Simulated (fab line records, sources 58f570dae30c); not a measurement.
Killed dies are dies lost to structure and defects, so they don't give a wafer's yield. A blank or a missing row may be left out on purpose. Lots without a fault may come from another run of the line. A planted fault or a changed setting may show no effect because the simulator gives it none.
A struck lot beside a sound one | flow berkeley_cmos170 | 14 steps out of a route of 331
Sound: wafers L775.3, L775.4, L775.5. Struck: wafers L793.1, L793.3, L793.5. The cause comes at the end.
At each step with rows: each side's tool, then ch and its chambers, then its first start. Under that, the readings that differ: sound wafers | struck wafers | difference of the means | sigmas: that difference in standard deviations of wafers without a fault.
alike: readings whose means differ by less than 2 such deviations, and words and numbers that are the same on both sides. not compared: withheld readings, readings that some wafer has no value for, bounds like >300 that may hide the same value, and numbers for which the record gives no deviation and whose values overlap.
The two part at a step that has a row with sigmas, a row that says differs or no value, or rows on one side only. Numbers that don't overlap but have no deviation are shown without sigmas and don't part them. A reading that every wafer of one side lacks parts them only if that side has two wafers or more.

first, 2 steps without rows for these wafers: UCB170_ACTIVE_PEB_11; UCB170_ACTIVE_DEVELOP_12 (develop time 45 s).
UCB170_ACTIVE_CD_MEAS_13: target cd 1200 nm.
  sound on cd_sem-01, day 4 21:18; struck on cd_sem-02, day 8 11:02
  alike: cd_nm
UCB170_ACTIVE_OVL_MEAS_14:
  sound on overlay-02, day 4 21:23; struck on overlay-02, day 8 11:09
  alike: ACTIVE_OVL
UCB170_ACTIVE_ETCH_15: etches Si3N4 in CH3F/Ar/O2, stops on SiO2, target depth 242 nm, time 151 s.
  sound on rie_diel-03 ch 0,1,2, day 4 21:25; struck on rie_diel-04 ch 0,1, day 8 11:11
  alike: drypump_motor_current_A, oes_product_au, throttle_valve_pct
  not compared: rf_hours_counter_h
UCB170_ACTIVE_STRIP_16: strips in O2.
  sound on plasma_asher-01 ch 0,1, day 4 21:32; struck on plasma_asher-04 ch 0,1, day 8 11:17
  reading                     | sound       | struck      | difference | sigmas
  drypump_motor_current_A (A) | 5.6 5.0 5.0 | 5.9 5.9 6.1 | +0.8       | +2
  alike: oes_product_au, strip_time_to_endpoint_s
  not compared: rf_hours_counter_h
UCB170_ACTIVE_CD_MEAS_90: target cd 1200 nm.
  sound on cd_sem-01, day 4 21:40; struck on cd_sem-02, day 8 11:23
  alike: cd_nm
then, 5 steps without rows for these wafers: UCB170_ACTIVE_CLEAN_17 (cleans in SPM, time 600 s); UCB170_PFIELD_HMDS_00 (prime time 60 s); UCB170_PFIELD_COAT_01 (resist thk 900 nm); UCB170_PFIELD_SOFTBAKE_02 (time 60 s); UCB170_PFIELD_EXPOSE_03 (exposes mask PFIELD, target cd 1500 nm).
UCB170_PFIELD_PEB_04:
  sound on litho_track-01 ch 0, day 5 00:01; struck on litho_track-01, day 8 12:25
  no value came back on the struck wafers for chill_plate_temp_C (C), exhaust_pa (Pa); on the sound wafers chill_plate_temp_C (C) reads 22.95 22.98 22.99
then, 1 step without rows for these wafers: UCB170_PFIELD_DEVELOP_05 (develop time 45 s).

WHERE THEY PART
First at UCB170_ACTIVE_STRIP_16; last, within this record, at UCB170_PFIELD_PEB_04.

WHY: what the simulator had put in
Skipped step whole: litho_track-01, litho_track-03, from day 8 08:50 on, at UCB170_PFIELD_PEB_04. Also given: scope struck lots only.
